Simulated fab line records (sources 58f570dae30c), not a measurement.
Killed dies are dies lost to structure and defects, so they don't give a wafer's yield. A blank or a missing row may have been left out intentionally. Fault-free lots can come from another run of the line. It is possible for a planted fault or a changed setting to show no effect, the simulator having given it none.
One fault through the eyes of 2 desks / flow berkeley cmos170 / only its own numbers are on each desk; what lay behind them is given at the end

METROLOGY DESK
What the gauges read, lot by lot, whatever tool the lot ran on: means of the sampled wafers that have a number. Any lot whose mean is over 4 standard deviations away from the usual mean is out of limits and marked OUT; that distance is given in the brackets.
Columns: A = M3_AL_RS at UCB170_M3_RS_MEAS_02, usual 0.03186 ohm/sq; B = M3_AL_THK at UCB170_M3_THK_MEAS_03, usual 899 nm
lot=L262; first seen here=day 8 21:09; A=0.03220; B=887
lot=L263; first seen here=day 8 21:25; A=0.03171; B=899
lot=L264; first seen here=day 9 05:57; A=0.03183; B=903
lot=L265; first seen here=day 9 06:38; A=0.03154; B=908
lot=L267; first seen here=day 9 13:29; A=0.03204; B=897
lot=L266; first seen here=day 9 15:27; A=0.03150; B=910
lot=L268; first seen here=day 10 18:41; A=0.03182; B=908
lot=L269; first seen here=day 10 18:56; A=0.03210; B=883
lot=L270; first seen here=day 10 19:05; A=0.03155; B=906
lot=L271; first seen here=day 10 19:23; A=0.03387 (+7.5) OUT; B=842 (-5.8) OUT
lot=L272; first seen here=day 11 05:37; A=0.03427 (+8.9) OUT; B=841 (-5.9) OUT
lot=L280; first seen here=day 12 19:56; A=0.03167; B=910
lot=L282; first seen here=day 13 15:57; A=0.03184; B=900
lot=L283; first seen here=day 14 04:46; A=0.03160; B=910
This desk finds L271, L272 out of limits, with the earliest case on L271 at day 10 19:23 (M3_AL_RS at UCB170_M3_RS_MEAS_02). Within limits: L262, L263, L264, L265, L267, L266, L268, L269, L270, L280, L282, L283.

DESK OF THE TOOL OWNER: pvd sputter-02
The tool's own readings at UCB170_M3_SPUTTER_01 (material Al, target thk 900 nm, time 120 s): means of the sampled wafers that have a number, for each lot that ran on this tool. Any lot whose mean is over 4 standard deviations away from the usual mean is out of limits and marked OUT; that distance is given in the brackets.
Columns: A = chamber pressure pa at UCB170_M3_SPUTTER_01, usual 0.5000 Pa; B = throttle valve pct at UCB170_M3_SPUTTER_01, usual 29.7 %
lot=L263; first seen here=day 8 21:17; A=0.5005; B=30.0
lot=L264; first seen here=day 9 05:52; A=0.4994; B=29.7
lot=L267; first seen here=day 9 13:22; A=0.4992; B=29.7
lot=L268; first seen here=day 10 18:32; A=0.5006; B=29.6
lot=L271; first seen here=day 10 19:18; A=0.5003; B=29.8
lot=L272; first seen here=day 11 05:32; A=0.5001; B=29.6
lot=L283; first seen here=day 14 04:39; A=0.4992; B=29.4
This desk's verdict: no lot among the 7 shows anything out of limits.

PUT TOGETHER
At day 10 19:23 the metrology desk could have sounded an alarm, on L271, L272.
The tool owner's desk saw nothing out of limits.
The tool owner's desk has L271, L272 on record, within its limits.
All the named lots went through UCB170_M3_SPUTTER_01 on pvd sputter-02.

WHAT THE SIMULATOR HAD PUT IN
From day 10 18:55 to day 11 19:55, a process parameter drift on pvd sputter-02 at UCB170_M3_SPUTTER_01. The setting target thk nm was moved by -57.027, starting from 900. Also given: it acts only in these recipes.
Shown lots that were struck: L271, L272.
Delay in hours, fault start to first out-of-limits reading, per desk: metrology desk 0.
